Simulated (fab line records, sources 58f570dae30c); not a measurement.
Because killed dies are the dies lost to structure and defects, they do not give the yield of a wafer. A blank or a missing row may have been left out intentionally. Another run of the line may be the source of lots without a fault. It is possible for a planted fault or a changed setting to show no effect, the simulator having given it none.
What tool caused it? :: flow berkeley-cmos170 :: 45 wafers from 15 lots sampled at 7 of the route's 331 steps

## WHAT THE GAUGES SHOWED, per wafer
UCB170_WELLDRIVE_THK_MEAS_02.
lot: L689
measured: day 3 17:14
on: film-metro-01
WELLDRIVE_OXIDE_THK (nm): 196 196 198

lot: L692
measured: day 4 07:26
on: film-metro-03
WELLDRIVE_OXIDE_THK (nm): 198 199 196

lot: L693
measured: day 4 10:40
on: film-metro-04
WELLDRIVE_OXIDE_THK (nm): 206 203 206

lot: L694
measured: day 4 22:46
on: film-metro-01
WELLDRIVE_OXIDE_THK (nm): 199 197 197

lot: L696
measured: day 4 22:47
on: film-metro-03
WELLDRIVE_OXIDE_THK (nm): 201 200 199

lot: L695
measured: day 4 22:47
on: film-metro-04
WELLDRIVE_OXIDE_THK (nm): 205 204 205

lot: L697
measured: day 5 10:11
on: film-metro-01
WELLDRIVE_OXIDE_THK (nm): 202 202 202

lot: L700
measured: day 6 00:48
on: film-metro-01
WELLDRIVE_OXIDE_THK (nm): 198 199 198

lot: L699
measured: day 6 04:48
on: film-metro-03
WELLDRIVE_OXIDE_THK (nm): 197 198 196

lot: L705
measured: day 7 03:55
on: film-metro-04
WELLDRIVE_OXIDE_THK (nm): 194 194 193

lot: L707
measured: day 7 03:56
on: film-metro-01
WELLDRIVE_OXIDE_THK (nm): 200 199 198

lot: L708
measured: day 7 16:05
on: film-metro-01
WELLDRIVE_OXIDE_THK (nm): 194 196 193

lot: L709
measured: day 7 20:51
on: film-metro-04
WELLDRIVE_OXIDE_THK (nm): 193 193 191

lot: L710
measured: day 7 20:52
on: film-metro-01
WELLDRIVE_OXIDE_THK (nm): 193 198 196

lot: L711
measured: day 8 02:14
on: film-metro-03
WELLDRIVE_OXIDE_THK (nm): 200 200 199

UCB170_ACTIVE_OVL_MEAS_14.
lot: L689
measured: day 4 11:07
on: overlay-01
ACTIVE_OVL (nm): 3 -1 8

lot: L692
measured: day 5 07:23
on: overlay-01
ACTIVE_OVL (nm): 4 -1 5

lot: L693
measured: day 5 15:09
on: overlay-01
ACTIVE_OVL (nm): 5 3 -1

lot: L694
measured: day 5 18:44
on: overlay-02
ACTIVE_OVL (nm): 11 5 6

lot: L696
measured: day 5 19:22
on: overlay-02
ACTIVE_OVL (nm): 6 4 1

lot: L695
measured: day 5 19:29
on: overlay-01
ACTIVE_OVL (nm): 1 0 -2

lot: L697
measured: day 6 04:53
on: overlay-01
ACTIVE_OVL (nm): 3 -4 1

lot: L700
measured: day 6 19:02
on: overlay-01
ACTIVE_OVL (nm): -4 8 3

lot: L699
measured: day 6 21:29
on: overlay-02
ACTIVE_OVL (nm): 3 3 0

lot: L705
measured: day 7 21:40
on: overlay-02
ACTIVE_OVL (nm): 7 4 8

lot: L707
measured: day 7 21:46
on: overlay-01
ACTIVE_OVL (nm): 5 -4 3

lot: L708
measured: day 8 08:53
on: overlay-01
ACTIVE_OVL (nm): -7 -2 -8

lot: L709
measured: day 8 11:41
on: overlay-01
ACTIVE_OVL (nm): 4 9 0

lot: L710
measured: day 8 11:29
on: overlay-01
ACTIVE_OVL (nm): 8 6 8

lot: L711
measured: day 8 23:20
on: overlay-01
ACTIVE_OVL (nm): 3 13 8

UCB170_FIELD_THK_MEAS_02.
lot: L689
measured: day 4 21:34
on: film-metro-03
FIELD_OXIDE_THK (nm): 551 548 551

lot: L692
measured: day 5 15:33
on: film-metro-03
FIELD_OXIDE_THK (nm): 547 536 538

lot: L693
measured: day 6 01:18
on: film-metro-03
FIELD_OXIDE_THK (nm): 558 548 549

lot: L694
measured: day 6 08:42
on: film-metro-04
FIELD_OXIDE_THK (nm): 850 832 852

lot: L696
measured: day 6 08:37
on: film-metro-02
FIELD_OXIDE_THK (nm): 842 817 817

lot: L695
measured: day 6 04:16
on: film-metro-03
FIELD_OXIDE_THK (nm): 559 560 574

lot: L697
measured: day 6 14:02
on: film-metro-02
FIELD_OXIDE_THK (nm): 560 562 560

lot: L700
measured: day 7 09:02
on: film-metro-02
FIELD_OXIDE_THK (nm): 830 841 845

lot: L699
measured: day 7 04:22
on: film-metro-04
FIELD_OXIDE_THK (nm): 554 553 547

lot: L705
measured: day 8 05:38
on: film-metro-03
FIELD_OXIDE_THK (nm): 550 544 539

lot: L707
measured: day 8 05:42
on: film-metro-03
FIELD_OXIDE_THK (nm): 548 550 543

lot: L708
measured: day 8 16:30
on: film-metro-02
FIELD_OXIDE_THK (nm): 557 548 557

lot: L709
measured: day 8 20:46
on: film-metro-04
FIELD_OXIDE_THK (nm): 564 567 571

lot: L710
measured: day 8 20:47
on: film-metro-03
FIELD_OXIDE_THK (nm): 536 534 544

lot: L711
measured: day 9 08:32
on: film-metro-03
FIELD_OXIDE_THK (nm): 563 575 559

UCB170_FIELD_THK_MEAS_90.
lot: L689
measured: day 5 06:15
on: film-metro-02
FIELD_OXIDE_LEFT_1_THK (nm): 434 432 434

lot: L692
measured: day 5 22:50
on: film-metro-03
FIELD_OXIDE_LEFT_1_THK (nm): 429 417 419

lot: L693
measured: day 6 10:47
on: film-metro-02
FIELD_OXIDE_LEFT_1_THK (nm): 442 433 434

lot: L694
measured: day 6 15:11
on: film-metro-03
FIELD_OXIDE_LEFT_1_THK (nm): 733 714 734

lot: L696
measured: day 6 15:11
on: film-metro-02
FIELD_OXIDE_LEFT_1_THK (nm): 725 701 701

lot: L695
measured: day 6 10:48
on: film-metro-04
FIELD_OXIDE_LEFT_1_THK (nm): 444 446 459

lot: L697
measured: day 6 22:09
on: film-metro-04
FIELD_OXIDE_LEFT_1_THK (nm): 444 446 445

lot: L700
measured: day 7 15:40
on: film-metro-03
FIELD_OXIDE_LEFT_1_THK (nm): 715 726 729

lot: L699
measured: day 7 12:10
on: film-metro-02
FIELD_OXIDE_LEFT_1_THK (nm): 436 436 430

lot: L705
measured: day 8 12:15
on: film-metro-02
FIELD_OXIDE_LEFT_1_THK (nm): 436 429 425

lot: L707
measured: day 8 12:17
on: film-metro-03
FIELD_OXIDE_LEFT_1_THK (nm): 432 434 427

lot: L708
measured: day 9 00:02
on: film-metro-04
FIELD_OXIDE_LEFT_1_THK (nm): 441 433 441

lot: L709
measured: day 9 04:07
on: film-metro-03
FIELD_OXIDE_LEFT_1_THK (nm): 449 453 456

lot: L710
measured: day 9 04:08
on: film-metro-02
FIELD_OXIDE_LEFT_1_THK (nm): 420 418 427

lot: L711
measured: day 9 16:29
on: film-metro-04
FIELD_OXIDE_LEFT_1_THK (nm): 447 459 443

UCB170_NVT_OVL_MEAS_06.
lot: L689
measured: day 5 20:45
on: overlay-01
NVT_OVL (nm): -9 -3 2

lot: L692
measured: day 6 13:29
on: overlay-02
NVT_OVL (nm): 3 7 2

lot: L693
measured: day 7 02:32
on: overlay-01
NVT_OVL (nm): -2 -5 3

lot: L694
measured: day 7 02:49
on: overlay-02
NVT_OVL (nm): 5 -2 4

lot: L696
measured: day 7 02:49
on: overlay-01
NVT_OVL (nm): -10 0 -4

lot: L695
measured: day 7 02:33
on: overlay-02
NVT_OVL (nm): -4 5 2

lot: L697
measured: day 7 10:43
on: overlay-01
NVT_OVL (nm): 5 5 0

lot: L700
measured: day 8 00:58
on: overlay-01
NVT_OVL (nm): 1 1 4

lot: L699
measured: day 8 01:14
on: overlay-02
NVT_OVL (nm): 1 6 6

lot: L705
measured: day 8 23:05
on: overlay-01
NVT_OVL (nm): -1 0 -6

lot: L707
measured: day 8 23:12
on: overlay-02
NVT_OVL (nm): 4 -1 2

lot: L708
measured: day 9 16:42
on: overlay-02
NVT_OVL (nm): -1 -8 -1

lot: L709
measured: day 9 16:06
on: overlay-01
NVT_OVL (nm): 1 -1 -1

lot: L710
measured: day 9 16:00
on: overlay-02
NVT_OVL (nm): 2 8 1

lot: L711
measured: day 10 01:30
on: overlay-01
NVT_OVL (nm): 3 5 -4

UCB170_FIELD_THK_MEAS_91.
lot: L689
measured: day 6 01:21
on: film-metro-02
FIELD_OXIDE_LEFT_2_THK (nm): 347 344 346

lot: L692
measured: day 6 16:07
on: film-metro-04
FIELD_OXIDE_LEFT_2_THK (nm): 342 330 332

lot: L693
measured: day 7 05:37
on: film-metro-03
FIELD_OXIDE_LEFT_2_THK (nm): 353 344 346

lot: L694
measured: day 7 05:39
on: film-metro-02
FIELD_OXIDE_LEFT_2_THK (nm): 645 627 645

lot: L696
measured: day 7 05:37
on: film-metro-04
FIELD_OXIDE_LEFT_2_THK (nm): 637 612 611

lot: L695
measured: day 7 05:12
on: film-metro-02
FIELD_OXIDE_LEFT_2_THK (nm): 356 358 371

lot: L697
measured: day 7 13:46
on: film-metro-04
FIELD_OXIDE_LEFT_2_THK (nm): 355 357 357

lot: L700
measured: day 8 03:14
on: film-metro-03
FIELD_OXIDE_LEFT_2_THK (nm): 626 637 641

lot: L699
measured: day 8 03:22
on: film-metro-02
FIELD_OXIDE_LEFT_2_THK (nm): 347 348 341

lot: L705
measured: day 9 02:07
on: film-metro-04
FIELD_OXIDE_LEFT_2_THK (nm): 347 340 336

lot: L707
measured: day 9 02:03
on: film-metro-04
FIELD_OXIDE_LEFT_2_THK (nm): 344 345 338

lot: L708
measured: day 9 20:28
on: film-metro-04
FIELD_OXIDE_LEFT_2_THK (nm): 353 345 354

lot: L709
measured: day 9 20:05
on: film-metro-03
FIELD_OXIDE_LEFT_2_THK (nm): 362 364 369

lot: L710
measured: day 9 20:07
on: film-metro-04
FIELD_OXIDE_LEFT_2_THK (nm): 332 330 339

lot: L711
measured: day 10 07:10
on: film-metro-04
FIELD_OXIDE_LEFT_2_THK (nm): 358 370 355

## EACH LOT AND THE TOOL THAT RAN IT (in order: tool; ch and the chambers of the sampled wafers; start)
lot: L689
UCB170_FIELD_OXIDATION_01: furnace-01 ch 0, day 4 18:34

lot: L692
UCB170_FIELD_OXIDATION_01: furnace-04 ch 0, day 5 12:32

lot: L693
UCB170_FIELD_OXIDATION_01: furnace-04 ch 0, day 5 22:18

lot: L694
UCB170_FIELD_OXIDATION_01: furnace-01 ch 0, day 6 01:14

lot: L696
UCB170_FIELD_OXIDATION_01: furnace-01 ch 0, day 6 01:14

lot: L695
UCB170_FIELD_OXIDATION_01: furnace-01 ch 0, day 6 01:14

lot: L697
UCB170_FIELD_OXIDATION_01: furnace-01 ch 0, day 6 11:01

lot: L700
UCB170_FIELD_OXIDATION_01: furnace-04 ch 0, day 7 01:22

lot: L699
UCB170_FIELD_OXIDATION_01: furnace-04 ch 0, day 7 01:22

lot: L705
UCB170_FIELD_OXIDATION_01: furnace-01 ch 0, day 8 02:38

lot: L707
UCB170_FIELD_OXIDATION_01: furnace-01 ch 0, day 8 02:38

lot: L708
UCB170_FIELD_OXIDATION_01: furnace-04 ch 0, day 8 13:30

lot: L709
UCB170_FIELD_OXIDATION_01: furnace-04 ch 0, day 8 17:45

lot: L710
UCB170_FIELD_OXIDATION_01: furnace-04 ch 0, day 8 17:45

lot: L711
UCB170_FIELD_OXIDATION_01: furnace-01 ch 0, day 9 05:32
- UCB170_FIELD_OXIDATION_01: target thk 558.3 nm, ox time 7200 s.

## WHAT THE TOOLS THEMSELVES READ (means of the sampled wafers that have a number; where no wafer has one, the mark that the record gives instead)
The record holds no such reading with a usual standard deviation.

## THE ANSWER, worked out from the rows above alone
Rule: the usual values come from the lots themselves. Put in order of their means at a reading, lots are off if they are a third of the lots or fewer, leave a main group of 4 or more, and stand apart from it by a gap of 3 or more times the standard deviation of the main group's means; of several such gaps the widest counts. The tables above print the reading to a certain number of digits; a main group whose means all agree to those digits is not used. A lot without any number at a reading at which 4 lots or more have one is off too. All remaining lots with rows at the step are treated as sound. First the gauges in route order, then the tools' own readings, where a lot's mean is used as printed above. The first step at which some lot is off is used, and at that step the reading that is off furthest; a lot without a number counts as furthest.
Off: L694, L696, L700, seen at UCB170_FIELD_THK_MEAS_02 (FIELD_OXIDE_THK). For the main group the mean is 553 nm and the standard deviation 9.4.
If a tool, at a process step before that reading, ran all the lots that are off and no sound lot after the first of them, it fits. Gauges at UCB170_FIELD_THK_MEAS_02: tried the same way as those tools. None of those tried fits.

## WHAT HAD BEEN PUT IN BY THE SIMULATOR
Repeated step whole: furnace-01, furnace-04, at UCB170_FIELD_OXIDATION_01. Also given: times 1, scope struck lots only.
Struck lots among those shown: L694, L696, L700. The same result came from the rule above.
